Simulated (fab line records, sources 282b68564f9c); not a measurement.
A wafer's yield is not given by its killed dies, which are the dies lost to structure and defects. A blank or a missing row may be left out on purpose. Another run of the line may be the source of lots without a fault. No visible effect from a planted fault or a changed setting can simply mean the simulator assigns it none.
Shared-tool check || flow rit-cmos || 15 lots, 45 wafers sampled

REASON FOR OPENING
RIT_PSD_OVL_MEAS_06, reading PSD_OVL: flagged on 3 of 15 lots. No-fault wafers: -0.7 nm, standard deviation 1.5.
Rule: a lot is flagged when every wafer of it that has a number lies more than 4 standard deviations from that mean, or none has a number. All remaining lots are regarded as sound.

{"lot": "L695", "measured": "day 3 02:23", "on": "overlay-02", "PSD_OVL (nm), wafer by wafer": "-0.2 2.6 1.6", "flag": ""}
{"lot": "L696", "measured": "day 3 08:21", "on": "overlay-02", "PSD_OVL (nm), wafer by wafer": "-1.4 -1.4 -0.9", "flag": ""}
{"lot": "L697", "measured": "day 3 12:17", "on": "overlay-02", "PSD_OVL (nm), wafer by wafer": "-0.8 -1.4 0.3", "flag": ""}
{"lot": "L698", "measured": "day 3 18:04", "on": "overlay-02", "PSD_OVL (nm), wafer by wafer": "-0.1 -0.6 -1.3", "flag": ""}
{"lot": "L699", "measured": "day 4 03:44", "on": "overlay-02", "PSD_OVL (nm), wafer by wafer": "0.7 -0.3 0.3", "flag": ""}
{"lot": "L700", "measured": "day 4 05:31", "on": "overlay-01", "PSD_OVL (nm), wafer by wafer": "-0.1 -0.5 -1.3", "flag": ""}
{"lot": "L701", "measured": "day 4 07:22", "on": "overlay-01", "PSD_OVL (nm), wafer by wafer": "1.8 2.1 2.1", "flag": ""}
{"lot": "L702", "measured": "day 4 14:05", "on": "overlay-02", "PSD_OVL (nm), wafer by wafer": "-0.9 -0.1 0.0", "flag": ""}
{"lot": "L703", "measured": "day 4 21:23", "on": "overlay-02", "PSD_OVL (nm), wafer by wafer": "-150.4 -150.1 -150.6", "flag": "FLAGGED"}
{"lot": "L704", "measured": "day 5 02:43", "on": "overlay-02", "PSD_OVL (nm), wafer by wafer": "-2.9 0.0 -1.3", "flag": ""}
{"lot": "L705", "measured": "day 5 10:43", "on": "overlay-01", "PSD_OVL (nm), wafer by wafer": "-151.1 -149.9 -149.7", "flag": "FLAGGED"}
{"lot": "L711", "measured": "day 6 18:07", "on": "overlay-02", "PSD_OVL (nm), wafer by wafer": "-150.5 -150.3 -152.1", "flag": "FLAGGED"}
{"lot": "L716", "measured": "day 7 20:05", "on": "overlay-01", "PSD_OVL (nm), wafer by wafer": "-1.7 0.1 -1.5", "flag": ""}
{"lot": "L717", "measured": "day 8 01:46", "on": "overlay-01", "PSD_OVL (nm), wafer by wafer": "-1.2 0.4 -2.0", "flag": ""}
{"lot": "L718", "measured": "day 8 04:03", "on": "overlay-02", "PSD_OVL (nm), wafer by wafer": "1.1 -0.8 1.0", "flag": ""}
On average the flagged lots read -150.5 nm, which is -149.8 nm against the usual, or -99 or more standard deviations.

WHICH TOOL EACH LOT WENT THROUGH
The record keeps 1 process step preceding the reading, out of 202 steps on the route. Each cell gives the tool, then ch followed by the chambers the sampled wafers passed through, then the start.
{"lot": "L695", "flag": "", "RIT_PSD_EXPOSE_03": "iline-stepper-02 ch 0, day 3 01:59"}
{"lot": "L696", "flag": "", "RIT_PSD_EXPOSE_03": "iline-stepper-02 ch 0, day 3 07:58"}
{"lot": "L697", "flag": "", "RIT_PSD_EXPOSE_03": "iline-stepper-01 ch 0, day 3 11:53"}
{"lot": "L698", "flag": "", "RIT_PSD_EXPOSE_03": "iline-stepper-01 ch 0, day 3 17:40"}
{"lot": "L699", "flag": "", "RIT_PSD_EXPOSE_03": "iline-stepper-02 ch 0, day 4 03:20"}
{"lot": "L700", "flag": "", "RIT_PSD_EXPOSE_03": "iline-stepper-02 ch 0, day 4 05:08"}
{"lot": "L701", "flag": "", "RIT_PSD_EXPOSE_03": "iline-stepper-01 ch 0, day 4 06:58"}
{"lot": "L702", "flag": "", "RIT_PSD_EXPOSE_03": "iline-stepper-01 ch 0, day 4 13:41"}
{"lot": "L703", "flag": "FLAGGED", "RIT_PSD_EXPOSE_03": "iline-stepper-01 ch 0, day 4 21:01"}
{"lot": "L704", "flag": "", "RIT_PSD_EXPOSE_03": "iline-stepper-02 ch 0, day 5 02:19"}
{"lot": "L705", "flag": "FLAGGED", "RIT_PSD_EXPOSE_03": "iline-stepper-01 ch 0, day 5 10:19"}
{"lot": "L711", "flag": "FLAGGED", "RIT_PSD_EXPOSE_03": "iline-stepper-01 ch 0, day 6 17:43"}
{"lot": "L716", "flag": "", "RIT_PSD_EXPOSE_03": "iline-stepper-02 ch 0, day 7 19:43"}
{"lot": "L717", "flag": "", "RIT_PSD_EXPOSE_03": "iline-stepper-02 ch 0, day 8 01:06"}
{"lot": "L718", "flag": "", "RIT_PSD_EXPOSE_03": "iline-stepper-02 ch 0, day 8 03:41"}
These steps, and what they do:
- RIT_PSD_EXPOSE_03: exposes mask M10, target cd 40900 nm.
- RIT_PSD_OVL_MEAS_06

FLAGGED AGAINST TOTAL, ONE TOOL AT A TIME (gauges that did the reading follow at the end)
{"step": "RIT_PSD_EXPOSE_03", "tool": "iline-stepper-01", "lots run": 7, "flagged": 3, "share of the flagged lots": "all", "sound lots run after its first flagged lot": 0}
{"step": "RIT_PSD_EXPOSE_03", "tool": "iline-stepper-02", "lots run": 8, "flagged": 0, "share of the flagged lots": "none", "sound lots run after its first flagged lot": "-"}
{"step": "RIT_PSD_OVL_MEAS_06", "tool": "overlay-01", "lots run": 5, "flagged": 1, "share of the flagged lots": "some", "sound lots run after its first flagged lot": "2 (L716,L717)"}
{"step": "RIT_PSD_OVL_MEAS_06", "tool": "overlay-02", "lots run": 10, "flagged": 2, "share of the flagged lots": "some", "sound lots run after its first flagged lot": "2 (L704,L718)"}

THE TABLE: WHAT IT ALLOWS
Rows of the table that ran each flagged lot: 1, that is iline-stepper-01 at RIT_PSD_EXPOSE_03.
- iline-stepper-01 at RIT_PSD_EXPOSE_03: 3 of its 7 lots flagged. Its last sound lot is L702 (day 4 13:41), its first flagged lot L703 (day 4 21:01): a fault that began between those two fits.
Just one tool remains: iline-stepper-01 at RIT_PSD_EXPOSE_03.

WHAT WAS PUT IN BY THE SIMULATOR
Scanner matching overlay: iline-stepper-01, from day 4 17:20 on, at RIT_PSD_EXPOSE_03. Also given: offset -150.
Lots struck among those shown: L703, L705, L711. This agrees with what the rule above found.
